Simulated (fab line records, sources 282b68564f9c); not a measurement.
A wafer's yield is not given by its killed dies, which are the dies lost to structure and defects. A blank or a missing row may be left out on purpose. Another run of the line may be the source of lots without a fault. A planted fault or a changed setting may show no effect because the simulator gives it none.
Comparing a struck lot with a sound one | flow rit_cmos | 15 steps out of a route of 202
Sound: wafers L529.1, L529.2, L529.6. Wafers L541.1, L541.2, L541.4 were the ones struck. At the end, the cause is stated.
Order at every step that has rows: each side's tool, ch and its chambers, its first start. Under that, the readings that differ: sound wafers | struck wafers | difference of the means | sigmas: that difference in standard deviations of wafers without a fault.
alike: same words and numbers on both sides, and readings whose means sit less than 2 such deviations apart. not compared: any withheld reading, any reading some wafer has no value for, any bound like >300 that may hide the same value, and any number with overlapping values for which the record gives no deviation.
A row with sigmas, a row that says differs or no value, or rows on one side alone: a step with any of these is where the two part. Numbers that have no deviation but don't overlap get no sigmas and don't part them. A reading missing from all wafers of one side parts the sides only when that side holds two or more wafers.

first, 6 steps without rows for these wafers: RIT_CONTACT_HMDS_02 (prime time 60 s); RIT_CONTACT_COAT_03 (resist thk 991.3 nm); RIT_CONTACT_SOFTBAKE_04 (time 60 s); RIT_CONTACT_EXPOSE_05 (exposes mask M11, target cd 1000 nm); RIT_CONTACT_PEB_06; RIT_CONTACT_DEVELOP_07 (develop time 120 s).
RIT_CONTACT_CD_MEAS_08: target cd 1000 nm.
  struck on cd_sem-02, day 6 11:36; sound on cd_sem-01, day 4 04:02
  alike: cd_nm
RIT_CONTACT_OVL_MEAS_09:
  struck on overlay-02, day 6 11:43; sound on overlay-01, day 4 04:10
  alike: CONTACT_OVL
then, 1 step without rows for these wafers: RIT_CONTACT_HARDBAKE_10 (time 60 s).
RIT_CONTACT_ETCH_11: etches SiO2 in CHF3/CF4/Ar, stops on TiSi2, target depth 480 nm, time 320 s.
  sound on rie_diel-01 ch 0,1, day 4 04:20; struck on rie_diel-03 ch 1,2,3, day 6 11:55
  alike: drypump_motor_current_A, oes_product_au, throttle_valve_pct
  not compared: rf_hours_counter_h
RIT_CONTACT_STRIP_12: strips in O2, time 180 s.
  sound on plasma_asher-04 ch 0,1, day 4 04:32; struck on plasma_asher-01 ch 0,1, day 6 12:06
  alike: drypump_motor_current_A
  not compared: rf_hours_counter_h
RIT_CONTACT_CD_MEAS_90: target cd 1000 nm.
  struck on cd_sem-01, day 6 12:17; sound on cd_sem-02, day 4 04:43
  alike: cd_nm
RIT_CONTACT_CLEAN_13: cleans in SC1, time 600 s.
  sound on wet_bench-02 ch 0, day 4 04:50; struck on wet_bench-02 ch 2, day 6 12:24
  no value came back on the struck wafers for bath_guard_temp_C (C), bath_heat_duty_pct (%); on the sound wafers bath_guard_temp_C (C) reads 75.1 74.6 74.8
then, 1 step without rows for these wafers: RIT_CONTACT_CLEAN_14 (cleans in SC2, time 600 s).
RIT_M1_PROBE_99:
  struck on prober-02, day 6 18:13; sound on prober-02, day 4 09:23
  alike: killed_at_front_end, killed_dies, killed_open, killed_short

## WHERE THEY PART
Within this record, at RIT_CONTACT_CLEAN_13 only. Later steps at which nothing parts them and some readings are alike: RIT_M1_PROBE_99.

WHY: whatever the simulator had introduced
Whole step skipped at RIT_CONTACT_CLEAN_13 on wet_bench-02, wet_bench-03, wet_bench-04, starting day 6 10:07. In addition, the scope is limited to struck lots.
